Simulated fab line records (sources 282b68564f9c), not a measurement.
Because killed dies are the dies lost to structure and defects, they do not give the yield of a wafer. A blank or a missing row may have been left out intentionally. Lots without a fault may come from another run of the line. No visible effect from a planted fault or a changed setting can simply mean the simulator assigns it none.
Commonality check across tools | flow rit_cmos | Sample size 13 lots and 39 wafers

## THE REASON FOR OPENING IT
Of 13 lots, 1 have the reading PRETRO_TW flagged at RIT_PRETRO_TW_MEAS_10. No-fault wafers: 474, standard deviation 5.
Rule: a lot is flagged when every wafer of it that has a number lies more than 4 standard deviations from that mean, or none has a number. All remaining lots are regarded as sound.

lot  | measured    | on            | PRETRO_TW, wafer by wafer | flag
L649 | day 2 09:47 | film_metro-02 | 475 478 477               |
L651 | day 2 17:20 | film_metro-02 | 477 475 474               |
L652 | day 3 01:59 | film_metro-01 | 465 467 463               |
L653 | day 3 05:01 | film_metro-03 | 479 479 480               |
L654 | day 3 13:12 | film_metro-01 | 465 468 467               |
L655 | day 3 17:32 | film_metro-01 | 30 29 29                  | FLAGGED
L659 | day 4 12:54 | film_metro-02 | 475 471 472               |
L661 | day 4 21:20 | film_metro-03 | 474 477 475               |
L665 | day 5 16:25 | film_metro-01 | 468 466 467               |
L666 | day 5 21:47 | film_metro-02 | 476 474 473               |
L667 | day 6 03:20 | film_metro-02 | 472 472 473               |
L670 | day 6 16:56 | film_metro-02 | 474 472 474               |
L671 | day 6 22:45 | film_metro-03 | 481 483 477               |
On average the flagged lots' numbers are 29, which is -445 against the usual, or -89 standard deviations.

## TOOL THAT RAN EACH LOT
The record keeps 1 process step preceding the reading, out of 202 steps on the route. Each cell gives the tool, then ch followed by the chambers the sampled wafers passed through, then the start.
lot  | flag    | RIT_PRETRO_EXPOSE_03
L649 |         | iline_stepper-01 ch 0, day 2 08:44
L651 |         | iline_stepper-01 ch 0, day 2 16:16
L652 |         | iline_stepper-01 ch 0, day 3 00:58
L653 |         | iline_stepper-02 ch 0, day 3 03:58
L654 |         | iline_stepper-02 ch 0, day 3 12:10
L655 | FLAGGED | iline_stepper-02 ch 0, day 3 16:30
L659 |         | iline_stepper-02 ch 0, day 4 11:50
L661 |         | iline_stepper-02 ch 0, day 4 20:17
L665 |         | iline_stepper-02 ch 0, day 5 15:23
L666 |         | iline_stepper-01 ch 0, day 5 20:45
L667 |         | iline_stepper-02 ch 0, day 6 02:17
L670 |         | iline_stepper-01 ch 0, day 6 15:54
L671 |         | iline_stepper-02 ch 0, day 6 21:43
What is done by these steps:
- RIT_PRETRO_EXPOSE_03: exposes mask M5, target cd 43700 nm.
- RIT_PRETRO_TW_MEAS_10

## FLAGGED AGAINST TOTAL, ONE TOOL AT A TIME (gauges that did the reading follow at the end)
step                  | tool             | lots run | flagged | share of the flagged lots | sound lots run after its first flagged lot
RIT_PRETRO_EXPOSE_03  | iline_stepper-01 | 5        | 0       | none                      | -
RIT_PRETRO_EXPOSE_03  | iline_stepper-02 | 8        | 1       | all                       | 5 (L659,L661,L665,L667,L671)
RIT_PRETRO_TW_MEAS_10 | film_metro-01    | 4        | 1       | all                       | 1 (L665)
RIT_PRETRO_TW_MEAS_10 | film_metro-02    | 6        | 0       | none                      | -
RIT_PRETRO_TW_MEAS_10 | film_metro-03    | 3        | 0       | none                      | -

## WHAT THE TABLE PERMITS
Table rows that saw every flagged lot: 2, namely iline_stepper-02 at RIT_PRETRO_EXPOSE_03 and film_metro-01 at RIT_PRETRO_TW_MEAS_10.
- iline_stepper-02 at RIT_PRETRO_EXPOSE_03: 1 of its 8 lots flagged. After the first flagged lot (L659, L661, L665, L667, L671), sound lots still ran on it; a lasting fault on the whole tool would not permit that.
- film_metro-01 at RIT_PRETRO_TW_MEAS_10: 1 of its 4 lots flagged. After the first flagged lot (L665), sound lots still ran on it; a lasting fault on the whole tool would not permit that.
No row of the table ran every flagged lot and no sound lot after the first.

## WHAT WAS PUT IN BY THE SIMULATOR
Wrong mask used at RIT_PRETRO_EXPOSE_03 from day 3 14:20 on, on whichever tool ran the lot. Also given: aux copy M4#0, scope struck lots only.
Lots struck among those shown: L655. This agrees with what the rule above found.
